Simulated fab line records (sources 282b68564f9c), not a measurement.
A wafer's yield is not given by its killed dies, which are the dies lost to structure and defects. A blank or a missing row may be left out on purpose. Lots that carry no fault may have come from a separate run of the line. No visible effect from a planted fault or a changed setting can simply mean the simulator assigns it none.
Comparing a struck lot with a sound one -- flow rit_cmos -- 19 out of 202 route steps
Sound: these wafers, L456.1, L456.3, L456.4. Wafers L468.1, L468.3, L468.4 were the ones struck. Last of all comes the cause.
At each step with rows: each side's tool, then ch and its chambers, then its first start. Under that, the readings that differ: sound wafers -- struck wafers -- difference of the means -- sigmas: that difference in standard deviations of wafers without a fault.
alike: readings with means less than 2 such deviations apart, plus words and numbers identical on both sides. not compared: withheld readings, readings lacking a value on some wafer, bounds such as >300 that could conceal the same value, and numbers that have no deviation in the record and whose values overlap.
The two part at a step that has a row with sigmas, a row that says differs or no value, or rows on one side only. Non-overlapping numbers with no deviation appear without sigmas and do not part them. A reading missing from all wafers of one side parts the sides only when that side holds two or more wafers.

first, 4 steps without rows for these wafers: RIT_PSD_SOFTBAKE_02 (time 60 s); RIT_PSD_EXPOSE_03 (exposes mask M10, target cd 40900 nm); RIT_PSD_PEB_04; RIT_PSD_DEVELOP_05 (develop time 50 s).
RIT_PSD_OVL_MEAS_06:
  sound on overlay-01, day 3 12:54; struck on overlay-01, day 6 01:50
  alike: PSD_OVL
then, 2 steps without rows for these wafers: RIT_PSD_HARDBAKE_07 (time 60 s); RIT_PSD_IMPLANT_08.
RIT_PSD_STRIP_09: strips in O2, time 180 s.
  sound on plasma_asher-02 ch 0,1, day 3 13:14; struck on plasma_asher-02 ch 0,1, day 6 02:10
  alike: drypump_motor_current_A
  not compared: rf_hours_counter_h
RIT_PSD_TW_MEAS_10:
  sound on film_metro-01, day 3 13:25; struck on film_metro-02, day 6 02:20
  alike: PSD_TW
then, 3 steps without rows for these wafers: RIT_SDANNEAL_CLEAN_00 (cleans in SC1, time 600 s); RIT_SDANNEAL_CLEAN_01 (cleans in dHF, time 30 s); RIT_SDANNEAL_CLEAN_02 (cleans in SC2, time 600 s).
RIT_SDANNEAL_RTA_03: time 5 s.
  sound on rtp_anneal-01 ch 0, day 3 13:55; struck on rtp_anneal-02 ch 0, day 6 02:47
reading,sound,struck,difference,sigmas
wafer_temp_C_max,1053.5 1052.5 1053.0,1087.7 1085.3 1087.3,+33.8,+28
  alike: chamber_o2_ppm
RIT_SDANNEAL_RS_MEAS_04: measurement is done with a four-point probe.
  sound on film_metro-02, day 3 13:58; struck on film_metro-01, day 6 02:50
reading,sound,struck,difference,sigmas
PSD_RS (ohm/sq),116.08 115.94 115.93,93.88 93.88 93.84,-22.12,-92
RIT_SDANNEAL_RS_MEAS_05: measurement is done with a four-point probe.
  sound on film_metro-02, day 3 14:05; struck on film_metro-01, day 6 02:58
  alike: NSD_RS
RIT_SDANNEAL_RS_MEAS_06: measurement is done with a four-point probe.
  sound on film_metro-02, day 3 14:13; struck on film_metro-01, day 6 03:05
reading,sound,struck,difference,sigmas
PLDD_RS (ohm/sq),178.8 178.8 179.1,158.4 159.4 158.6,-20.1,-40
RIT_SDANNEAL_RS_MEAS_07: measurement is done with a four-point probe.
  sound on film_metro-02, day 3 14:20; struck on film_metro-01, day 6 03:12
reading,sound,struck,difference,sigmas
NLDD_RS (ohm/sq),152.2 152.1 151.8,150.2 150.2 149.9,-1.9,-4
then, 1 step without rows for these wafers: RIT_SILICIDE_WET_ETCH_00 (etches SiO2 in BOE, target depth 14 nm, time 15 s).
RIT_M1_PROBE_99:
  rows exist in the record for the sound wafers here (prober-02, day 3 21:20), none for the struck ones

== WHERE THEY PART ==
Earliest at RIT_SDANNEAL_RTA_03; latest, in this record, at RIT_M1_PROBE_99.

WHY: what had been put in by the simulator
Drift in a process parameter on rtp_anneal-02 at RIT_SDANNEAL_RTA_03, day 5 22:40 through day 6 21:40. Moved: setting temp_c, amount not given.
